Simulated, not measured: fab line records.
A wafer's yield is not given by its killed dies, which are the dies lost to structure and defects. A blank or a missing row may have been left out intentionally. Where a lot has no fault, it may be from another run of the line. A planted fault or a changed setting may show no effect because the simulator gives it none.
A struck lot beside a sound one | flow ritCmos | 23 steps out of a route of 202
Sound: wafers L163.1, L163.2, L163.4. Struck: wafers L165.1, L165.2, L165.6. The cause is named last.
Order at every step that has rows: each side's tool, ch and its chambers, its first start. Under that, the readings that differ: sound wafers | struck wafers | difference of the means | sigmas: that difference in standard deviations of wafers without a fault.
alike: words and numbers the same on both sides, and readings whose means are apart by under 2 such deviations; not compared: readings that were withheld, readings missing a value for some wafer, numbers with overlapping values and no deviation given by the record, and bounds like >300 which may hide the same value.
The two part at a step that has a row with sigmas, a row that says differs or no value, or rows on one side only. Non-overlapping numbers with no deviation appear without sigmas and do not part them. A reading missing from all wafers of one side parts the sides only when that side holds two or more wafers.

first, 5 steps without rows for these wafers: RIT_GATE_WET_ETCH_00 (etches SiO2 in BOE, target depth 56 nm, time 60 s); RIT_GATE_CLEAN_01 (cleans in SC1, time 600 s); RIT_GATE_CLEAN_02 (cleans in dHF, time 30 s); RIT_GATE_CLEAN_03 (cleans in SC2, time 600 s); RIT_GATE_CLEAN_04 (cleans in dHF, time 60 s).
RIT_FOX2_THK_MEAS_91:
  sound: filmMetro-04 at day 5 06:22; struck: filmMetro-03 at day 5 17:47
  alike: FIELD_OXIDE_LEFT_2_THK
then, 2 steps without rows for these wafers: RIT_GATE_OXIDATION_05 (target thk 3 nm, ox time 270 s); RIT_GATE_ANNEAL_06 (time 600 s).
RIT_GATE_THK_MEAS_07:
  sound: filmMetro-02 at day 5 08:14; struck: filmMetro-04 at day 5 20:18
  alike: GATE_OXIDE_THK
then, 1 step without rows for these wafers: RIT_GATE_CVD_08 (deposits poly-Si from SiH4, target thk 250 nm, time 2220 s).
RIT_GATE_THK_MEAS_09:
  sound: filmMetro-02 at day 5 10:43; struck: filmMetro-03 at day 5 21:59
reading            | sound             | struck            | difference | sigmas
GATE_POLY_THK (nm) | 251.4 252.3 251.3 | 247.0 244.4 245.8 | -5.9       | -3
then, 1 step without rows for these wafers: RIT_GATE_HMDS_10 (prime time 60 s).
RIT_GATE_COAT_11: resist thk 850 nm.
  sound on lithoTrack-02 ch 0, day 5 10:56; struck on lithoTrack-02 ch 0, day 5 22:17
reading                                  | sound             | struck            | difference | sigmas
resistLineTempC (C)                      | 22.94 23.07 22.90 | 23.32 23.06 23.24 | +0.24      | +2
model.NOVOLAK_of_GATE_COAT_11.thkNm (nm) | 849.4 851.1 850.2 | 467 468.4 468.3   | -382       | 
then, 3 steps without rows for these wafers: RIT_GATE_SOFTBAKE_12 (time 60 s); RIT_GATE_EXPOSE_13 (exposes mask M6, target cd 150 nm); RIT_GATE_PEB_14.
RIT_GATE_DEVELOP_15: develop time 50 s.
  sound: lithoTrack-04 ch 0; struck: lithoTrack-01 ch 0
reading              | sound             | struck           | difference | sigmas
model.GATE.cdNm (nm) | 151.2 150.8 149.8 | 59.9 59.48 61.31 | -90.4      | 
  alike: resistLineTempC
RIT_GATE_CD_MEAS_16: the cd target is 150 nm.
  sound: cdSem-01 at day 5 11:38; struck: cdSem-01 at day 5 23:07
reading   | sound             | struck         | difference | sigmas
cdNm (nm) | 151.5 150.5 150.1 | 59.9 59.5 61.1 | -90.5      | -38
RIT_GATE_OVL_MEAS_17:
  sound: overlay-01 at day 5 11:45; struck: overlay-02 at day 5 23:14
reading       | sound       | struck        | difference | sigmas
GATE_OVL (nm) | 1.1 2.2 1.8 | -1.6 -1.9 0.6 | -2.7       | -2
then, 1 step without rows for these wafers: RIT_GATE_HARDBAKE_18 (time 60 s).
RIT_GATE_ETCH_19: etches poly-Si in SF6/CHF3/O2, stops on SiO2, time 165 s, target depth 312.5 nm.
  sound on rieSi-01 ch 1,2,3, day 5 11:59; struck on rieSi-01 ch 0,2, day 5 23:25
reading                                  | sound             | struck            | difference | sigmas
model.NOVOLAK_of_GATE_COAT_11.thkNm (nm) | 668.3 668 670     | 337.6 334.3 338.6 | -331.9     | 
model.GATE.cdNm (nm)                     | 151.3 150.6 149.7 | 59.98 59.7 61.48  | -90.15     | 
  alike: drypumpMotorCurrentA, oesProductAu, rfFwdPowerW, throttleValvePct
  not compared: rfHoursCounterH
RIT_GATE_STRIP_20: strips in O2, time 180 s.
  sound on plasmaAsher-01 ch 0,1, day 5 12:06; struck on plasmaAsher-04 ch 0,1, day 5 23:32
  alike: drypumpMotorCurrentA
  not compared: rfHoursCounterH
RIT_M1_PROBE_99:
  sound: prober-02 at day 6 08:03; struck: prober-02 at day 6 20:50
reading          | sound   | struck      | difference | sigmas
killedAtFrontEnd | 12 6 15 | 264 264 264 | +253       | +77
killedDies       | 12 6 15 | 264 264 264 | +253       | +79
killedOnRim      | 2 1 7   | 70 70 70    | +67        | +44
  alike: killedAtContacts, killedOpen, killedShort

## WHERE THEY PART
Earliest at RIT_GATE_THK_MEAS_09; latest, in this record, at RIT_M1_PROBE_99.

WHY: the cause the simulator had injected
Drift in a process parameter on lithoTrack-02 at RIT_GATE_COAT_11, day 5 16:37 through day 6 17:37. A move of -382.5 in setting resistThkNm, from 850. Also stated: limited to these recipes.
